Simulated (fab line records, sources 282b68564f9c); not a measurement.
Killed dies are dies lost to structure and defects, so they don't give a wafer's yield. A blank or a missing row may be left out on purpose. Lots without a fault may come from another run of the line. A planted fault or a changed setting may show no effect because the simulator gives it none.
fab line records | flow rit_cmos
record lots=14 wafers=42 last_day=8
route steps=202 shown M1@196
lots that met no fault: from a run of the same line without faults
start_h: hours from the record's first day to the start of the lot's first wafer shown | wait_h: hours since the lot's step before | " the same as in the row above | L1.1+2: a row that stands for several wafers | - no value, or no start given | * or withheld: withheld | < > ~ a bound
route shown NAME@n: a module of which the file shows steps, and the number in the route of the first | usual: mean/standard deviation of fault-free wafers | same: alike in all rows | chamber/n: place in a boat | sites: the reading at each site | _std_site: their standard deviation | _edge_site: outer sites' mean less inner sites' | radius_mm: how far each site lies from the wafer's centre | mask NAME#n: copy n | behind: the tool/chamber that last shaped the wafer | hold: why the lot was held/for how many hours/how that ended | device: the transistor (n, p or np) that didn't switch | end of line: the same wafers' tests at the end of the route | a step without rows: its recipe alone | killed: dies lost to structure and defects at the first sort, not the wafer's yield | map: a wafer's dies, x killed, . not, _ none there
set.NAME: the setting as run; set.NAME@STEP: as run at that earlier step | model.NAME: the simulator's own value behind a step, which no gauge read
steps of the route over a sample of lots; a table a step, a row a wafer
services: from which hour (start_h, from the record's first day; less than 0 if before it) a tool's chamber was out of use, for how many hours, and why
## steps
# step RIT_M1_METAL_ETCH_12
# recipe stop_on=SiO2 chemistry=Cl2/BCl3 target=Al time_s=165 over_etch_frac=0.5 pressure_mtorr=100 target_depth_a=6000 rf_w=250 Cl2_flow_sccm=60 bcl3_flow_sccm=50
# usual chamber_pressure_mTorr=99.99/0.091 drypump_motor_current_A=5.7/0.57 oes_product_au=0.773/0.0099 rf_fwd_power_W=248.8/0.96 throttle_valve_pct=8.30/0.14
# columns lot.wafer tool chamber start_h wait_h chamber_pressure_mTorr drypump_motor_current_A oes_product_au rf_fwd_power_W rf_hours_counter_h throttle_valve_pct
L687.2 rie_metal-03 0 67.74 0.2 100.10 5.7 0.769 250.7 38 8.41
L687.4 " 1 " " 99.90 5.8 0.776 246.0 - 8.25
L687.6 " 0 " " 100.06 5.7 0.763 249.3 - 8.40
L688.1 rie_metal-04 1 70.17 0.2 99.95 5.0 0.767 248.2 1 8.35
L688.4 " 0 " " 99.80 6.5 0.774 248.4 - 8.36
L688.5 " 1 " " 99.98 5.0 0.761 248.9 - 8.35
L689.2 rie_metal-01 1 74.78 0.2 100.00 5.0 0.768 249.5 4 8.05
L689.5 " 1 " " 99.93 5.0 0.766 249.3 - 8.04
L689.6 " 0 " " 100.02 6.1 0.779 248.4 - 8.44
L692.2 rie_metal-03 0 88.17 0.2 99.97 5.7 0.773 250.3 38 8.42
L692.4 " 1 " " 99.95 5.8 0.781 249.4 - 8.27
L692.5 " 1 " " 99.98 5.8 0.780 248.2 - 8.27
L690.1 rie_metal-01 0 88.80 0.2 100.05 6.1 0.777 248.2 4 8.44
L690.2 " 1 " " 99.92 5.0 0.765 249.2 4 8.02
L690.6 " 1 " " 100.16 5.0 0.757 250.0 - 8.04
L693.3 rie_metal-03 0 93.04 0.2 100.09 5.7 0.761 250.4 - 8.41
L693.4 " 1 " " 99.86 5.8 0.772 249.5 - 8.25
L693.5 " 1 " " 99.91 5.8 0.766 249.7 - 8.26
L694.2 rie_metal-04 0 97.80 0.2 100.09 6.5 0.783 249.1 1 8.35
L694.3 " 0 " " 99.85 6.5 0.772 249.2 - 8.36
L694.4 " 1 " " 100.01 4.9 0.762 249.5 - 8.35
L695.1 rie_metal-01 1 101.14 0.2 99.90 5.0 0.760 248.6 4 8.03
L695.5 " 1 " " 100.05 5.0 0.760 248.3 - 8.03
L695.6 " 0 " " 100.02 6.1 0.772 248.5 - 8.44
L698.3 rie_metal-01 1 116.98 0.2 99.85 5.1 0.774 247.9 - 8.04
L698.4 " 0 " " 99.97 6.1 0.784 249.1 - 8.43
L698.5 " 0 " " 99.82 6.1 0.790 248.6 - 8.44
L700.1 rie_metal-04 1 126.74 0.2 100.20 4.9 0.755 247.2 1 8.33
L700.2 " 0 " " 100.01 6.5 0.775 246.9 1 8.36
L700.6 " 0 " " 99.90 6.5 0.773 248.0 - 8.35
L702.2 rie_metal-04 0 137.85 0.2 100.17 6.5 0.779 248.2 2 8.36
L702.3 " 0 " " 99.94 6.5 0.775 248.3 - 8.35
L702.5 " 1 " " 99.81 4.9 0.764 248.9 - 8.35
L703.2 rie_metal-01 0 146.85 0.2 119.98 6.1 0.776 247.7 5 8.45
L703.5 " 0 " " 119.87 6.1 0.776 249.3 - 8.44
L703.6 " 1 " " 100.02 5.0 0.770 249.5 - 8.04
L706.1 rie_metal-01 0 164.77 0.2 120.11 6.1 0.790 247.9 5 8.42
L706.3 " 0 " " 120.02 6.1 0.772 248.6 - 8.44
L706.4 " 1 " " 99.98 5.0 0.778 248.7 - 8.02
L708.4 rie_metal-03 0 181.01 0.1 99.91 5.6 0.781 249.7 - 8.40
L708.5 " 0 " " 99.80 5.7 0.775 249.8 - 8.41
L708.6 " 1 " " 100.06 5.8 0.773 248.2 - 8.26
# step RIT_M1_PROBE_99
# usual defect_limited_yield=97.3/1.1 killed_at_contacts=0.0/0.2 killed_at_front_end=7/3 killed_dies=7/3 killed_open=3.4/1.8 killed_short=3.8/2.1 sort_bin_3_pad_short=0.2/0.27 sort_bin_5_function=1.5/0.8 sort_bin_6_memory=1.1/0.7 sort_n_pass=257/3 sort_yield_pct=97.3/1.1
# same gross_dies=264 killed_at_M0_to_M3=0 killed_at_M4_up=0 killed_at_back_side=0 killed_at_other=0
# columns lot.wafer tool chamber start_h wait_h defect_limited_yield[%] killed_at_contacts killed_at_front_end killed_dies killed_open killed_short sort_bin_3_pad_short[%] sort_bin_5_function[%] sort_bin_6_memory[%] sort_n_pass sort_yield_pct[%]
L687.2 prober-02 - 70.21 0.1 94.7 0 14 14 7 7 0.4 3.4 1.5 250 94.7
L687.4 prober-02 - 70.31 0.2 97.0 0 8 8 3 5 0.4 0.8 1.9 256 97.0
L687.6 prober-02 - 70.41 0.2 97.7 0 6 6 2 4 0 1.5 0.8 258 97.7
L688.1 prober-01 - 72.42 0.1 95.8 0 11 11 9 2 0 2.3 1.9 253 95.8
L688.4 prober-01 - 72.57 0.2 97.7 0 6 6 3 3 0 1.1 1.1 258 97.7
L688.5 prober-01 - 72.62 0.2 98.1 0 5 5 4 1 0 1.5 0.4 259 98.1
L689.2 prober-02 - 77.26 0.1 97.3 0 7 7 3 4 0.4 1.1 1.1 257 97.3
L689.5 prober-02 - 77.41 0.2 98.1 0 5 5 1 4 0 1.1 0.8 259 98.1
L689.6 prober-02 - 77.46 0.2 97.3 0 7 7 4 3 0 1.9 0.8 257 97.3
L692.2 prober-01 - 90.68 0.1 97.0 0 8 8 3 5 0 1.5 1.5 256 97.0
L692.4 prober-01 - 90.78 0.2 96.6 0 9 9 5 4 0.4 1.5 1.5 255 96.6
L692.5 prober-01 - 90.83 0.2 98.9 0 3 3 0 3 0 0.4 0.8 261 98.9
L690.1 prober-01 - 92.13 0.1 97.7 0 6 6 5 1 0 1.9 0.4 258 97.7
L690.2 prober-01 - 92.18 0.1 97.3 0 7 7 3 4 0.4 1.1 1.1 257 97.3
L690.6 prober-01 - 92.38 0.2 98.5 0 4 4 3 1 0 1.5 0 260 98.5
L693.3 prober-01 - 95.33 0.2 98.1 0 5 5 1 4 0.4 0.8 0.8 259 98.1
L693.4 prober-01 - 95.38 0.2 98.1 0 5 5 0 5 0.4 1.5 0 259 98.1
L693.5 prober-01 - 95.43 0.2 98.5 0 4 4 2 2 0 0.8 0.8 260 98.5
L694.2 prober-02 - 100.10 0.1 98.9 0 3 3 1 2 0 0.8 0.4 261 98.9
L694.3 prober-02 - 100.15 0.2 98.9 0 3 3 2 1 0 0.8 0.4 261 98.9
L694.4 prober-02 - 100.20 0.2 99.2 0 2 2 1 1 0 0.8 0 262 99.2
L695.1 prober-01 - 103.39 0.1 98.1 0 5 5 1 4 0 1.1 0.8 259 98.1
L695.5 prober-01 - 103.59 0.2 96.6 0 9 9 5 4 0.4 1.9 1.1 255 96.6
L695.6 prober-01 - 103.64 0.2 98.9 0 3 3 1 2 0 0.8 0.4 261 98.9
L698.3 prober-02 - 119.29 0.2 96.6 0 9 9 6 3 0 3.0 0.4 255 96.6
L698.4 prober-02 - 119.34 0.2 95.1 0 13 13 5 8 0 2.7 2.3 251 95.1
L698.5 prober-02 - 119.39 0.2 96.6 1 8 9 5 4 0 1.5 1.9 255 96.6
L700.1 prober-02 - 128.99 0.1 98.5 0 4 4 3 1 0 1.1 0.4 260 98.5
L700.2 prober-02 - 129.04 0.1 97.0 0 8 8 5 3 0 2.7 0.4 256 97.0
L700.6 prober-02 - 129.24 0.2 98.9 0 3 3 1 2 0.4 0.4 0.4 261 98.9
L702.2 prober-02 - 140.15 0.1 97.0 0 8 8 4 4 0 0 3.0 256 97.0
L702.3 prober-02 - 140.20 0.2 97.7 0 6 6 3 3 0.4 1.1 0.8 258 97.7
L702.5 prober-02 - 140.30 0.2 97.0 0 8 8 3 5 0.8 1.1 1.1 256 97.0
L703.2 prober-01 - 149.16 0.1 96.6 0 9 9 5 3 0 3.0 0.4 255 96.6
L703.5 prober-01 - 149.31 0.2 95.8 0 11 11 4 7 0.4 2.7 1.1 253 95.8
L703.6 prober-01 - 149.36 0.2 94.7 0 14 14 7 7 0.4 1.9 3.0 250 94.7
L706.1 prober-02 - 167.06 0.1 95.1 0 13 13 4 9 0.4 3.0 1.5 251 95.1
L706.3 prober-02 - 167.16 0.2 98.1 0 5 5 3 2 0 1.1 0.8 259 98.1
L706.4 prober-02 - 167.21 0.2 96.2 0 10 10 6 4 0.4 2.3 1.1 254 96.2
L708.4 prober-02 - 183.36 0.2 97.3 0 7 7 3 4 0.4 1.9 0.4 257 97.3
L708.5 prober-02 - 183.41 0.2 99.2 0 2 2 2 0 0 0.4 0.4 262 99.2
L708.6 prober-02 - 183.46 0.2 98.1 0 5 5 2 3 0 1.5 0.4 259 98.1
# killed by level:class
L687.2 GATE:geometric_particle:open=4 GATE:geometric_particle:short=4 SILICIDE:geometric_particle:short=2 FOX1:geometric_particle:open=1 REOX:geometric_particle:open=1 SPACER:geometric_particle:short=1 SPACER:geometric_particle:open=1
L687.4 GATE:geometric_particle:short=2 SPACER:geometric_particle:open=2 SPACER:geometric_particle:short=2 SILICIDE:geometric_particle:short=1 SILICIDE:geometric_particle:open=1
L687.6 REOX:geometric_particle:short=2 FOX1:geometric_particle:open=1 GATE:geometric_particle:short=1 REOX:geometric_particle:open=1 SPACER:geometric_particle:short=1
L688.1 GATE:geometric_particle:open=5 FOX2:geometric_particle:open=2 FOX1:geometric_particle:short=1 REOX:geometric_particle:short=1 SPACER:geometric_particle:open=1 SILICIDE:geometric_particle:open=1
L688.4 GATE:geometric_particle:open=3 FOX1:geometric_particle:short=1 FOX2:geometric_particle:short=1 SILICIDE:geometric_particle:short=1
L688.5 SILICIDE:geometric_particle:open=3 FOX2:geometric_particle:open=1 GATE:geometric_particle:short=1
L689.2 GATE:geometric_particle:short=3 FOX1:geometric_particle:open=1 FOX2:geometric_particle:open=1 REOX:geometric_particle:short=1 SPACER:geometric_particle:open=1
L689.5 GATE:geometric_particle:short=2 FOX1:geometric_particle:short=1 FOX2:geometric_particle:open=1 SPACER:geometric_particle:short=1
L689.6 FOX1:geometric_particle:open=1 FOX2:geometric_particle:open=1 GATE:geometric_particle:short=1 REOX:geometric_particle:short=1 REOX:geometric_particle:open=1 SPACER:geometric_particle:open=1 SILICIDE:geometric_particle:short=1
L692.2 GATE:geometric_particle:short=5 GATE:geometric_particle:open=2 SPACER:geometric_particle:open=1
L692.4 GATE:geometric_particle:open=4 GATE:geometric_particle:short=3 FOX2:geometric_particle:open=1 SILICIDE:geometric_particle:short=1
L692.5 FOX1:geometric_particle:short=1 GATE:geometric_particle:short=1 REOX:geometric_particle:short=1
L690.1 GATE:geometric_particle:open=5 SPACER:geometric_particle:short=1
L690.2 GATE:geometric_particle:short=3 SILICIDE:geometric_particle:open=2 FOX1:geometric_particle:short=1 REOX:geometric_particle:open=1
L690.6 SPACER:geometric_particle:open=2 FOX1:geometric_particle:short=1 GATE:geometric_particle:open=1
L693.3 FOX1:geometric_particle:short=2 FOX2:geometric_particle:short=1 SPACER:geometric_particle:open=1 SILICIDE:geometric_particle:short=1
L693.4 GATE:geometric_particle:short=3 FOX2:geometric_particle:short=1 SPACER:geometric_particle:short=1
L693.5 GATE:geometric_particle:open=2 FOX1:geometric_particle:short=1 SPACER:geometric_particle:short=1
L694.2 REOX:geometric_particle:short=2 SILICIDE:geometric_particle:open=1
L694.3 GATE:geometric_particle:open=1 GATE:geometric_particle:short=1 REOX:geometric_particle:open=1
L694.4 GATE:geometric_particle:open=1 SPACER:geometric_particle:short=1
L695.1 FOX1:geometric_particle:short=1 FOX2:geometric_particle:short=1 GATE:geometric_particle:short=1 SILICIDE:geometric_particle:short=1 SILICIDE:geometric_particle:open=1
L695.5 GATE:geometric_particle:open=2 REOX:geometric_particle:short=2 FOX2:geometric_particle:open=1 GATE:geometric_particle:short=1 SPACER:geometric_particle:short=1 SPACER:geometric_particle:open=1 SILICIDE:geometric_particle:open=1
L695.6 FOX1:geometric_particle:short=1 GATE:geometric_particle:open=1 SPACER:geometric_particle:short=1
L698.3 FOX1:geometric_particle:open=3 GATE:geometric_particle:short=2 GATE:geometric_particle:open=2 SPACER:geometric_particle:open=1 SILICIDE:geometric_particle:short=1
L698.4 GATE:geometric_particle:short=3 FOX1:geometric_particle:short=2 GATE:geometric_particle:open=2 SPACER:geometric_particle:short=2 ACTIVE:geometric_particle:open=1 FOX1:geometric_particle:open=1 SPACER:geometric_particle:open=1 SILICIDE:geometric_particle:short=1
L698.5 GATE:geometric_particle:open=3 FOX1:geometric_particle:open=1 FOX2:geometric_particle:short=1 GATE:geometric_particle:short=1 SPACER:geometric_particle:open=1 SPACER:geometric_particle:short=1 CONTACT:geometric_particle:short=1
L700.1 GATE:geometric_particle:short=1 REOX:geometric_particle:open=1 SPACER:geometric_particle:open=1 SILICIDE:geometric_particle:open=1
L700.2 GATE:geometric_particle:open=2 GATE:geometric_particle:short=2 FOX2:geometric_particle:open=1 REOX:geometric_particle:open=1 SPACER:geometric_particle:short=1 SPACER:geometric_particle:open=1
L700.6 REOX:geometric_particle:short=1 SILICIDE:geometric_particle:open=1 SILICIDE:geometric_particle:short=1
L702.2 FOX1:geometric_particle:open=4 GATE:geometric_particle:short=4
L702.3 FOX1:geometric_particle:open=2 FOX1:geometric_particle:short=1 GATE:geometric_particle:short=1 REOX:geometric_particle:open=1 SPACER:geometric_particle:short=1
L702.5 FOX1:geometric_particle:short=4 FOX1:geometric_particle:open=1 GATE:geometric_particle:open=1 REOX:geometric_particle:short=1 REOX:geometric_particle:open=1
L703.2 GATE:geometric_particle:open=3 GATE:geometric_particle:short=2 FOX2:geometric_particle:short=1 REOX:geometric_particle:open=1 SILICIDE:geometric_particle:open=1 PSD:coat_microbubble_printed=1
L703.5 GATE:geometric_particle:short=3 GATE:geometric_particle:open=2 REOX:geometric_particle:short=2 FOX1:geometric_particle:open=1 SPACER:geometric_particle:open=1 SPACER:geometric_particle:short=1 SILICIDE:geometric_particle:short=1
L703.6 GATE:geometric_particle:open=3 FOX1:geometric_particle:short=2 FOX2:geometric_particle:short=2 GATE:geometric_particle:short=2 REOX:geometric_particle:open=2 FOX1:geometric_particle:open=1 FOX2:geometric_particle:open=1 REOX:geometric_particle:short=1
L706.1 GATE:geometric_particle:short=4 FOX1:geometric_particle:short=3 FOX1:geometric_particle:open=2 FOX2:geometric_particle:short=2 GATE:geometric_particle:open=2
L706.3 GATE:geometric_particle:open=3 GATE:geometric_particle:short=2
L706.4 FOX1:geometric_particle:open=3 FOX2:geometric_particle:short=2 GATE:geometric_particle:short=2 SILICIDE:geometric_particle:open=2 GATE:geometric_particle:open=1
L708.4 FOX1:geometric_particle:open=1 FOX1:geometric_particle:short=1 FOX2:geometric_particle:short=1 FOX2:geometric_particle:open=1 SPACER:geometric_particle:short=1 SILICIDE:geometric_particle:short=1 SILICIDE:geometric_particle:open=1
L708.5 SILICIDE:geometric_particle:open=2
L708.6 FOX1:geometric_particle:short=1 FOX2:geometric_particle:open=1 GATE:geometric_particle:short=1 SPACER:geometric_particle:open=1 SILICIDE:geometric_particle:short=1
## services
# columns tool chamber start_h hours kind
rie_metal-03 - 136.12 20.0 pm
rie_metal-03 0 136.12 20.0 vent_cycle
rie_metal-03 1 136.12 20.0 vent_cycle
rie_metal-03 0 156.12 - clean
rie_metal-03 1 156.12 - clean
rie_metal-03 1 165.57 9.7 repair
## key
first_sign step=RIT_M1_METAL_ETCH_12 reading=chamber_pressure_mTorr direction=up sigmas=99+ usual=99.99 struck=120.00
effect none on later readings
met_at RIT_M1_METAL_ETCH_12
struck_lots L703,L706
struck_wafers L703.2,L703.5,L706.1,L706.3
onset_between 116.98 146.85
fault kind=process_parameter_drift tool=rie_metal-01 chamber=0 onset_h=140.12 steps=RIT_M1_METAL_ETCH_12 channel=pressure_mtorr offset=20 shape=step end_h=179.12 stated=100
